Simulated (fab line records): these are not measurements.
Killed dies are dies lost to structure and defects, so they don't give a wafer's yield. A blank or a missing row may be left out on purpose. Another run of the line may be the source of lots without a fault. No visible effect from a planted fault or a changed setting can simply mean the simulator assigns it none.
fab line records	flow berkeleyCmos170	part 1 of 2: steps 1 to 24 of 34
record lots=5	wafers=15	lastDay=11
route steps=331 shown CONTACT@226 M1@238 V1@254
lots that met no fault: from a run of the same line without faults
startH: hours from the record's first day to the start of the lot's first wafer shown	waitH: how many hours have passed since the lot's step before this one	" identical to the entry in the row above	L1.1+2: one row covering several wafers at once	- no value, or no start was given	* or withheld: withheld	< > ~ a bound
route shown NAME@n: a module of which the file shows steps, and the number in the route of the first	usual: mean and standard deviation over wafers with no fault	same: alike in all rows	chamber/n: place in a boat	sites: readings site by site	_std_site: the values' standard deviation	_edge_site: the outer-site mean with the inner-site mean subtracted	radiusMm: how far each site lies from the wafer's centre	mask NAME#n: copy n	behind: the tool/chamber that last shaped the wafer	hold: what put the lot on hold/how long, in hours/how the hold closed	device: names the non-switching transistor (n, p or np)	end of line: at the end of the route, the tests of the same wafers	a step given without rows: its recipe and nothing more	killed: count of dies lost to structure and defects at first sort (not the wafer's yield)	map: a wafer's dies, x killed, . not, _ none there
set.NAME: setting as actually run; set.NAME@STEP: the setting as run at that earlier step	model.NAME: the simulator's own value behind a step, which no gauge read
lots seen at some steps along the route; tables by step, rows by wafer
services: when a tool's chamber went out of use (startH, in hours from the record's first day, below 0 if earlier), for how many hours, and the reason
## steps
# step UCB170_CONTACT_COAT_10
# recipe resist=KrF	spinRpm=1500	resistThkNm=900
# usual dispensePressureKPa=53.0/2.4
lot.wafer	tool	chamber	startH	waitH	dispensePressureKPa
L074.2	lithoTrack-03	0	-	-	53.8
L074.4	"	0	"	"	53.8
L074.6	"	0	"	"	53.8
L080.1	lithoTrack-03	0	-	-	53.8
L080.3	"	0	"	"	53.8
L080.5	"	0	"	"	53.8
L087.2	lithoTrack-02	0	-	-	55.6
L087.3	"	0	"	"	55.6
L087.4	"	0	"	"	55.6
L086.2	lithoTrack-03	0	-	-	53.8
L086.5	"	0	"	"	53.8
L086.6	"	0	"	"	53.8
L090.1	lithoTrack-03	0	-	-	53.8
L090.3	"	0	"	"	53.8
L090.6	"	0	"	"	53.8
# step UCB170_CONTACT_SOFTBAKE_11
# recipe resist=KrF	tempC=130	timeS=60
# usual heaterPowerTotalW=56.80/0.049
lot.wafer	tool	chamber	startH	waitH	heaterPowerTotalW
L074.2	lithoTrack-03	0	-	-	56.71
L074.4	"	0	"	"	56.78
L074.6	"	0	"	"	56.74
L080.1	lithoTrack-03	0	-	-	56.74
L080.3	"	0	"	"	56.85
L080.5	"	0	"	"	56.76
L087.2	lithoTrack-02	0	-	-	56.74
L087.3	"	0	"	"	56.84
L087.4	"	0	"	"	56.82
L086.2	lithoTrack-03	0	-	-	56.78
L086.5	"	0	"	"	56.80
L086.6	"	0	"	"	56.76
L090.1	lithoTrack-03	0	-	-	56.87
L090.3	"	0	"	"	56.83
L090.6	"	0	"	"	56.80
# step UCB170_CONTACT_EXPOSE_12
# recipe maskId=CONT	targetCdNm=700	na=0.5	sigmaOuter=0.6	sourceShape=conventional	doseMj=35
# usual stageVelMmS=500.00/0.24
lot.wafer	tool	chamber	startH	waitH	mask	stageVelMmS
L074.2	krfScanner-02	0	139.37	-	CONT#0	499.77
L074.4	"	0	"	"	CONT#0	500.10
L074.6	"	0	"	"	CONT#0	499.95
L080.1	krfScanner-02	0	176.34	-	CONT#0	500.18
L080.3	"	0	"	"	CONT#0	499.57
L080.5	"	0	"	"	CONT#0	499.96
L087.2	krfScanner-01	0	205.58	-	CONT#0	500.12
L087.3	"	0	"	"	CONT#0	500.68
L087.4	"	0	"	"	CONT#0	500.37
L086.2	krfScanner-01	0	208.55	-	CONT#0	500.06
L086.5	"	0	"	"	CONT#0	500.07
L086.6	"	0	"	"	CONT#0	499.94
L090.1	krfScanner-02	0	232.76	-	CONT#0	499.95
L090.3	"	0	"	"	CONT#0	499.90
L090.6	"	0	"	"	CONT#0	500.07
# step UCB170_CONTACT_PEB_13
# recipe pebTempC=130	pebTimeS=withheld	resist=KrF
# usual heaterPowerTotalW=56.80/0.049
lot.wafer	tool	chamber	startH	waitH	heaterPowerTotalW
L074.2	lithoTrack-03	0	139.49	0.1	56.79
L074.4	"	0	"	"	56.84
L074.6	"	0	"	"	56.80
L080.1	lithoTrack-03	0	176.66	0.3	56.81
L080.3	"	0	"	"	56.82
L080.5	"	0	"	"	56.77
L087.2	lithoTrack-02	0	205.71	0.1	56.82
L087.3	"	0	"	"	56.81
L087.4	"	0	"	"	56.81
L086.2	lithoTrack-01	0	209.04	0.5	56.83
L086.5	"	0	"	"	56.88
L086.6	"	0	"	"	56.80
L090.1	lithoTrack-01	0	232.93	0.2	56.77
L090.3	"	0	"	"	56.86
L090.6	"	0	"	"	56.85
# step UCB170_CONTACT_DEVELOP_14
# recipe developer=TMAH	developTimeS=45	resist=KrF	devTempC=21
# same developTimeS=45
lot.wafer	tool	chamber	startH	waitH
L074.2+4+6	lithoTrack-03	0	-	-
L080.1+3+5	lithoTrack-03	0	-	-
L087.2+3+4	lithoTrack-02	0	-	-
L086.2+5+6	lithoTrack-01	0	-	-
L090.1+3+6	lithoTrack-01	0	-	-
# step UCB170_CONTACT_CD_MEAS_15
# recipe targetCdNm=700
# usual cdNm=699.8/1.2
lot.wafer	tool	chamber	startH	waitH	cdNm
L074.2	cdSem-02	-	139.76	-	699.7
L074.4	"	-	"	"	698.9
L074.6	"	-	"	"	699.2
L080.1	cdSem-01	-	176.94	-	700.1
L080.3	"	-	"	"	698.7
L080.5	"	-	"	"	699.6
L087.2	cdSem-02	-	205.98	-	698.2
L087.3	"	-	"	"	699.5
L087.4	"	-	"	"	697.1
L086.2	cdSem-01	-	209.31	-	699.5
L086.5	"	-	"	"	699.3
L086.6	"	-	"	"	700.7
L090.1	cdSem-01	-	233.21	-	701.4
L090.3	"	-	"	"	702.0
L090.6	"	-	"	"	701.6
# step UCB170_CONTACT_OVL_MEAS_16
# usual CONTACT_OVL=3/6.3
lot.wafer	tool	chamber	startH	waitH	CONTACT_OVL[nm]
L074.2	overlay-02	-	139.87	0.1	-6
L074.4	"	-	"	"	-4
L074.6	"	-	"	"	0
L080.1	overlay-01	-	177.06	0.1	-4
L080.3	"	-	"	"	-9
L080.5	"	-	"	"	-3
L087.2	overlay-02	-	206.08	0.1	6
L087.3	"	-	"	"	10
L087.4	"	-	"	"	2
L086.2	overlay-01	-	209.43	0.1	3
L086.5	"	-	"	"	10
L086.6	"	-	"	"	4
L090.1	overlay-01	-	233.33	0.1	-11
L090.3	"	-	"	"	-8
L090.6	"	-	"	"	2
# step UCB170_CONTACT_ETCH_17
# recipe chemistry=N2/H2	targetDepthA=withheld	overetchA=withheld	target=BARC	timeS=withheld	sourceW=500	biasW=100	pressureMtorr=30	n2FlowSccm=100	h2FlowSccm=200
# usual drypumpMotorCurrentA=5.7/0.45	oesProductAu=0.997/0.021	throttleValvePct=13.33/0.22
lot.wafer	tool	chamber	startH	waitH	drypumpMotorCurrentA	oesProductAu	throttleValvePct
L074.2	rieDiel-04	3	139.90	0.0	5.7	1.014	13.39
L074.4	"	0	"	"	5.9	0.996	13.30
L074.6	"	3	"	"	5.8	1.018	13.38
L080.1	rieDiel-02	2	177.10	0.0	5.1	1.001	12.91
L080.3	"	1	"	"	5.0	1.001	13.64
L080.5	"	2	"	"	5.1	1.000	12.92
L087.2	rieDiel-04	2	206.11	0.0	6.3	0.967	13.17
L087.3	"	3	"	"	5.8	1.015	13.38
L087.4	"	1	"	"	5.6	0.997	13.29
L086.2	rieDiel-04	3	209.46	0.0	5.8	1.022	13.39
L086.5	"	2	"	"	6.2	0.971	13.14
L086.6	"	3	"	"	5.8	1.029	13.38
L090.1	rieDiel-03	0	233.36	0.0	5.4	0.995	13.07
L090.3	"	2	"	"	6.1	0.969	13.22
L090.6	"	2	"	"	6.2	0.986	13.22
# step UCB170_CONTACT_ETCH_18
# recipe chemistry=CHF3/CF4/Ar	target=PSG	stopOn=TiSi2	CHF3_flow_sccm=45	cf4FlowSccm=15	Ar_flow_sccm=150	pressureMtorr=200	rfW=700	targetDepthA=8400	overEtchFrac=0.2	timeS=195
# usual CHF3_flow_sccm=44.99/0.15	drypumpMotorCurrentA=5.7/0.45	oesProductAu=0.885/0.019	throttleValvePct=6.96/0.14
lot.wafer	tool	chamber	startH	waitH	CHF3_flow_sccm	drypumpMotorCurrentA	oesProductAu	rfHoursCounterH	throttleValvePct
L074.2	rieDiel-04	3	-	-	44.71	5.8	0.901	43	6.99
L074.4	"	0	"	"	44.78	5.9	0.894	7	6.94
L074.6	"	3	"	"	44.92	5.8	0.913	-	6.99
L080.1	rieDiel-02	2	-	-	44.72	5.1	0.894	42	6.62
L080.3	"	1	"	"	44.95	5.0	0.881	21	7.08
L080.5	"	2	"	"	44.80	5.1	0.891	-	6.63
L087.2	rieDiel-04	2	-	-	45.16	6.2	0.863	7	6.91
L087.3	"	3	"	"	45.04	5.8	0.909	45	7.01
L087.4	"	1	"	"	44.76	5.6	0.879	19	6.97
L086.2	rieDiel-04	3	-	-	44.81	5.8	0.912	45	7.00
L086.5	"	2	"	"	45.11	6.3	0.866	-	6.91
L086.6	"	3	"	"	44.90	5.8	0.910	-	7.01
L090.1	rieDiel-03	0	-	-	45.14	5.4	0.869	37	6.78
L090.3	"	2	"	"	44.84	6.2	0.881	20	6.92
L090.6	"	2	"	"	45.08	6.2	0.878	-	6.92
# step UCB170_CONTACT_STRIP_19
# recipe chemistry=O2	powerW=400	pressureMtorr=3500	platenTempC=withheld	o2FlowSccm=400	overashFraction=0.5
# usual drypumpMotorCurrentA=5.8/0.5	oesProductAu=0.726/0.0047
lot.wafer	tool	chamber	startH	waitH	drypumpMotorCurrentA	oesProductAu	rfHoursCounterH
L074.2	plasmaAsher-04	0	140.07	-	5.3	0.722	44
L074.4	"	0	"	"	5.3	0.718	-
L074.6	"	1	"	"	6.2	0.728	-
L080.1	plasmaAsher-02	1	177.26	-	4.8	0.724	44
L080.3	"	0	"	"	6.2	0.727	-
L080.5	"	1	"	"	4.8	0.730	-
L087.2	plasmaAsher-02	0	206.28	-	6.2	0.725	47
L087.3	"	0	"	"	6.2	0.732	-
L087.4	"	1	"	"	4.8	0.728	-
L086.2	plasmaAsher-04	0	209.63	-	5.3	0.729	52
L086.5	"	0	"	"	5.3	0.731	-
L086.6	"	1	"	"	6.2	0.725	-
L090.1	plasmaAsher-01	0	233.53	-	6.1	0.721	13
L090.3	"	0	"	"	6.1	0.732	-
L090.6	"	1	"	"	5.9	0.718	-
# step UCB170_CONTACT_CD_MEAS_90
# recipe targetCdNm=700
# usual cdNm=699.6/1.5
lot.wafer	tool	chamber	startH	waitH	cdNm
L074.2	cdSem-02	-	140.19	0.1	699.4
L074.4	"	-	"	"	697.9
L074.6	"	-	"	"	697.9
L080.1	cdSem-01	-	177.36	0.1	699.1
L080.3	"	-	"	"	698.9
L080.5	"	-	"	"	698.5
L087.2	cdSem-02	-	206.40	0.1	697.8
L087.3	"	-	"	"	698.1
L087.4	"	-	"	"	696.7
L086.2	cdSem-01	-	209.75	0.1	699.5
L086.5	"	-	"	"	699.6
L086.6	"	-	"	"	700.4
L090.1	cdSem-01	-	233.63	0.1	702.8
L090.3	"	-	"	"	701.6
L090.6	"	-	"	"	700.7
# step UCB170_CONTACT_CLEAN_20
# recipe chemistry=SPM	tempC=120	timeS=600
# usual tempC=119.99/0.15
lot.wafer	tool	chamber	startH	waitH	tempC
L074.2	wetBench-01	3	140.29	0.1	119.74
L074.4	"	3	"	"	119.94
L074.6	"	3	"	"	119.73
L080.1	wetBench-03	2	177.48	0.1	120.09
L080.3	"	2	"	"	119.83
L080.5	"	2	"	"	120.14
L087.2	wetBench-04	0	207.32	0.9	119.84
L087.3	"	0	"	"	119.83
L087.4	"	0	"	"	119.87
L086.2	wetBench-01	3	209.85	0.1	119.93
L086.5	"	3	"	"	120.07
L086.6	"	3	"	"	119.81
L090.1	wetBench-03	2	233.75	0.1	120.11
L090.3	"	2	"	"	119.79
L090.6	"	2	"	"	120.02
# step UCB170_M1_SPUTTER_00
# recipe material=Al	targetThkNm=600	timeS=80	powerW=6000	chamberPressurePa=0.5
# usual cathodeDcPowerW=6000.0/0.94	throttleValvePct=30.3/0.94
lot.wafer	tool	chamber	startH	waitH	cathodeDcPowerW	throttleValvePct
L074.2	pvdSputter-02	-	140.46	0.0	6000.1	30.0
L074.4	"	-	"	"	6000.3	30.4
L074.6	"	-	"	"	5999.3	30.2
L080.1	pvdSputter-03	-	177.66	0.0	5999.8	32.5
L080.3	"	-	"	"	6000.0	29.4
L080.5	"	-	"	"	5998.6	30.9
L087.2	pvdSputter-03	-	207.49	0.0	6000.9	32.9
L087.3	"	-	"	"	6000.5	29.3
L087.4	"	-	"	"	6000.4	31.0
L086.2	pvdSputter-02	-	210.02	0.0	5999.0	30.0
L086.5	"	-	"	"	6000.2	30.5
L086.6	"	-	"	"	5999.0	29.3
L090.1	pvdSputter-03	-	233.92	0.0	6000.4	30.8
L090.3	"	-	"	"	5999.0	32.7
L090.6	"	-	"	"	6000.4	32.7
# step UCB170_M1_RS_MEAS_01
# recipe thkMeasGauge=four-point-probe	reads=Al_of_M1_SPUTTER_00
# usual M1_AL_RS=0.0484/0.00046
lot.wafer	tool	chamber	startH	waitH	M1_AL_RS[ohm/sq]
L074.2	filmMetro-04	-	140.54	0.1	0.0484
L074.4	"	-	"	"	0.0483
L074.6	"	-	"	"	0.0484
L080.1	filmMetro-04	-	177.72	0.0	0.0488
L080.3	"	-	"	"	0.0493
L080.5	"	-	"	"	0.0492
L087.2	filmMetro-04	-	207.58	0.1	0.0476
L087.3	"	-	"	"	0.0485
L087.4	"	-	"	"	0.0484
L086.2	filmMetro-04	-	210.12	0.1	0.0478
L086.5	"	-	"	"	0.0475
L086.6	"	-	"	"	0.0485
L090.1	filmMetro-04	-	233.99	0.0	0.0481
L090.3	"	-	"	"	0.0474
L090.6	"	-	"	"	0.0479
# step UCB170_M1_THK_MEAS_02
# recipe thkMeasGauge=xrf	reads=Al_of_M1_SPUTTER_00
# usual M1_AL_THK=587/6.5
lot.wafer	tool	chamber	startH	waitH	M1_AL_THK[nm]
L074.2	filmMetro-04	-	140.65	0.1	588
L074.4	"	-	"	"	587
L074.6	"	-	"	"	586
L080.1	filmMetro-04	-	177.84	0.1	579
L080.3	"	-	"	"	575
L080.5	"	-	"	"	574
L087.2	filmMetro-04	-	207.69	0.1	597
L087.3	"	-	"	"	589
L087.4	"	-	"	"	586
L086.2	filmMetro-04	-	210.23	0.1	594
L086.5	"	-	"	"	598
L086.6	"	-	"	"	585
L090.1	filmMetro-04	-	234.11	0.1	584
L090.3	"	-	"	"	601
L090.6	"	-	"	"	590
# step UCB170_M1_COAT_03
# recipe resist=BARC	tempC=withheld	timeS=withheld	spinRpm=3000	resistThkNm=withheld
# usual dispensePressureKPa=53/3.1
lot.wafer	tool	chamber	startH	waitH	dispensePressureKPa
L074.2	lithoTrack-02	0	140.73	0.1	56
L074.4	"	0	"	"	56
L074.6	"	0	"	"	56
L080.1	lithoTrack-01	0	177.90	0.1	49
L080.3	"	0	"	"	49
L080.5	"	0	"	"	49
L087.2	lithoTrack-01	0	208.04	0.3	49
L087.3	"	0	"	"	49
L087.4	"	0	"	"	50
L086.2	lithoTrack-02	0	210.37	0.1	56
L086.5	"	0	"	"	56
L086.6	"	0	"	"	56
L090.1	lithoTrack-02	0	234.44	0.3	56
L090.3	"	0	"	"	56
L090.6	"	0	"	"	56
# step UCB170_M1_COAT_04
# recipe resist=KrF	spinRpm=1500	resistThkNm=900
# usual dispensePressureKPa=53/3.1
lot.wafer	tool	chamber	startH	waitH	dispensePressureKPa
L074.2	lithoTrack-02	0	-	-	56
L074.4	"	0	"	"	56
L074.6	"	0	"	"	56
L080.1	lithoTrack-01	0	-	-	49
L080.3	"	0	"	"	49
L080.5	"	0	"	"	49
L087.2	lithoTrack-01	0	-	-	49
L087.3	"	0	"	"	49
L087.4	"	0	"	"	49
L086.2	lithoTrack-02	0	-	-	56
L086.5	"	0	"	"	56
L086.6	"	0	"	"	56
L090.1	lithoTrack-02	0	-	-	56
L090.3	"	0	"	"	56
L090.6	"	0	"	"	56
# step UCB170_M1_SOFTBAKE_05
# recipe resist=KrF	tempC=130	timeS=60
# usual heaterPowerTotalW=56.80/0.047
lot.wafer	tool	chamber	startH	waitH	heaterPowerTotalW
L074.2	lithoTrack-02	0	-	-	56.83
L074.4	"	0	"	"	56.71
L074.6	"	0	"	"	56.84
L080.1	lithoTrack-01	0	-	-	56.75
L080.3	"	0	"	"	56.66
L080.5	"	0	"	"	56.85
L087.2	lithoTrack-01	0	-	-	56.82
L087.3	"	0	"	"	56.73
L087.4	"	0	"	"	56.83
L086.2	lithoTrack-02	0	-	-	56.79
L086.5	"	0	"	"	56.78
L086.6	"	0	"	"	56.75
L090.1	lithoTrack-02	0	-	-	56.76
L090.3	"	0	"	"	56.90
L090.6	"	0	"	"	56.82
# step UCB170_M1_EXPOSE_06
# recipe maskId=METAL1	targetCdNm=700	na=0.5	sigmaOuter=0.6	sourceShape=conventional	doseMj=21
# usual stageVelMmS=499.97/0.25
lot.wafer	tool	chamber	startH	waitH	mask	stageVelMmS
L074.2	krfScanner-01	0	141.30	-	METAL1#0	499.80
L074.4	"	0	"	"	METAL1#0	499.69
L074.6	"	0	"	"	METAL1#0	499.26
L080.1	krfScanner-01	0	178.47	-	METAL1#0	500.13
L080.3	"	0	"	"	METAL1#0	500.35
L080.5	"	0	"	"	METAL1#0	499.91
L087.2	krfScanner-02	0	208.48	-	METAL1#0	500.03
L087.3	"	0	"	"	METAL1#0	500.06
L087.4	"	0	"	"	METAL1#0	499.75
L086.2	krfScanner-02	0	210.81	-	METAL1#0	500.10
L086.5	"	0	"	"	METAL1#0	500.27
L086.6	"	0	"	"	METAL1#0	500.24
L090.1	krfScanner-02	0	234.89	-	METAL1#0	499.91
L090.3	"	0	"	"	METAL1#0	500.16
L090.6	"	0	"	"	METAL1#0	500.20
# step UCB170_M1_PEB_07
# recipe pebTempC=130	pebTimeS=withheld	resist=KrF
# usual heaterPowerTotalW=56.71/0.051	plateSensorTCentreC=131.41/0.011	plateSensorTEdgeC=131.53/0.0098
lot.wafer	tool	chamber	startH	waitH	heaterPowerTotalW	plateSensorTCentreC	plateSensorTEdgeC
L074.2	lithoTrack-02	0	141.69	0.4	56.74	131.41	131.52
L074.4	"	0	"	"	56.77	131.4	131.52
L074.6	"	0	"	"	56.64	131.43	131.54
L080.1	lithoTrack-01	0	178.59	0.1	56.75	131.42	131.53
L080.3	"	0	"	"	56.68	131.42	131.54
L080.5	"	0	"	"	56.67	131.38	131.53
L087.2	lithoTrack-04	0	209.02	0.5	56.75	131.41	131.54
L087.3	"	0	"	"	56.70	131.4	131.54
L087.4	"	0	"	"	56.60	131.41	131.54
L086.2	lithoTrack-01	0	210.93	0.1	56.68	131.41	131.53
L086.5	"	0	"	"	56.70	131.4	131.54
L086.6	"	0	"	"	56.67	131.42	131.54
L090.1	lithoTrack-01	0	235.00	0.1	56.69	131.41	131.52
L090.3	"	0	"	"	56.69	131.4	131.53
L090.6	"	0	"	"	56.63	131.41	131.55
# step UCB170_M1_DEVELOP_08
# recipe developer=TMAH	developTimeS=45	resist=KrF	devTempC=21
# same developTimeS=45
lot.wafer	tool	chamber	startH	waitH
L074.2+4+6	lithoTrack-02	0	-	-
L080.1+3+5	lithoTrack-01	0	-	-
L087.2+3+4	lithoTrack-04	0	-	-
L086.2+5+6	lithoTrack-01	0	-	-
L090.1+3+6	lithoTrack-01	0	-	-
# step UCB170_M1_CD_MEAS_09
# recipe targetCdNm=700
# usual cdNm=699.5/1.4
lot.wafer	tool	chamber	startH	waitH	cdNm
L074.2	cdSem-02	-	141.96	-	698.9
L074.4	"	-	"	"	698.6
L074.6	"	-	"	"	700.1
L080.1	cdSem-02	-	178.87	-	699.1
L080.3	"	-	"	"	700.5
L080.5	"	-	"	"	698.4
L087.2	cdSem-02	-	209.29	-	699.2
L087.3	"	-	"	"	698.5
L087.4	"	-	"	"	698.6
L086.2	cdSem-02	-	211.20	-	699.3
L086.5	"	-	"	"	699.8
L086.6	"	-	"	"	700.0
L090.1	cdSem-01	-	235.29	-	698.3
L090.3	"	-	"	"	699.7
L090.6	"	-	"	"	699.5
# step UCB170_M1_OVL_MEAS_10
# usual M1_OVL=-5/6.2
lot.wafer	tool	chamber	startH	waitH	M1_OVL[nm]
L074.2	overlay-01	-	142.07	0.1	-9
L074.4	"	-	"	"	-10
L074.6	"	-	"	"	-14
L080.1	overlay-01	-	178.99	0.1	7
L080.3	"	-	"	"	5
L080.5	"	-	"	"	6
L087.2	overlay-01	-	209.39	0.1	-4
L087.3	"	-	"	"	-7
L087.4	"	-	"	"	-3
L086.2	overlay-01	-	211.31	0.1	-8
L086.5	"	-	"	"	-10
L086.6	"	-	"	"	-12
L090.1	overlay-01	-	235.41	0.1	-7
L090.3	"	-	"	"	-8
L090.6	"	-	"	"	-12
# step UCB170_M1_ETCH_11
# recipe chemistry=N2/H2	targetDepthA=withheld	overetchA=withheld	target=BARC	timeS=withheld	sourceW=500	biasW=100	pressureMtorr=30	n2FlowSccm=100	h2FlowSccm=200
# usual drypumpMotorCurrentA=5.6/0.46	oesProductAu=0.995/0.022	throttleValvePct=13.34/0.23
lot.wafer	tool	chamber	startH	waitH	drypumpMotorCurrentA	oesProductAu	throttleValvePct
L074.2	rieDiel-02	1	142.10	0.0	5.0	1.007	13.63
L074.4	"	0	"	"	5.9	1.061	13.57
L074.6	"	1	"	"	5.0	1.007	13.64
L080.1	rieDiel-03	3	179.02	0.0	6.6	0.989	13.56
L080.3	"	1	"	"	5.3	0.974	13.64
L080.5	"	2	"	"	6.1	0.977	13.22
L087.2	rieDiel-02	0	209.42	0.0	5.9	1.042	13.58
L087.3	"	3	"	"	5.7	1.003	13.30
L087.4	"	1	"	"	5.0	0.993	13.63
L086.2	rieDiel-03	3	211.34	0.0	6.6	0.976	13.54
L086.5	"	3	"	"	6.6	0.964	13.53
L086.6	"	2	"	"	6.1	0.976	13.22
L090.1	rieDiel-02	0	235.44	0.0	5.9	1.038	13.57
L090.3	"	1	"	"	5.0	0.992	13.65
L090.6	"	1	"	"	5.0	0.988	13.64
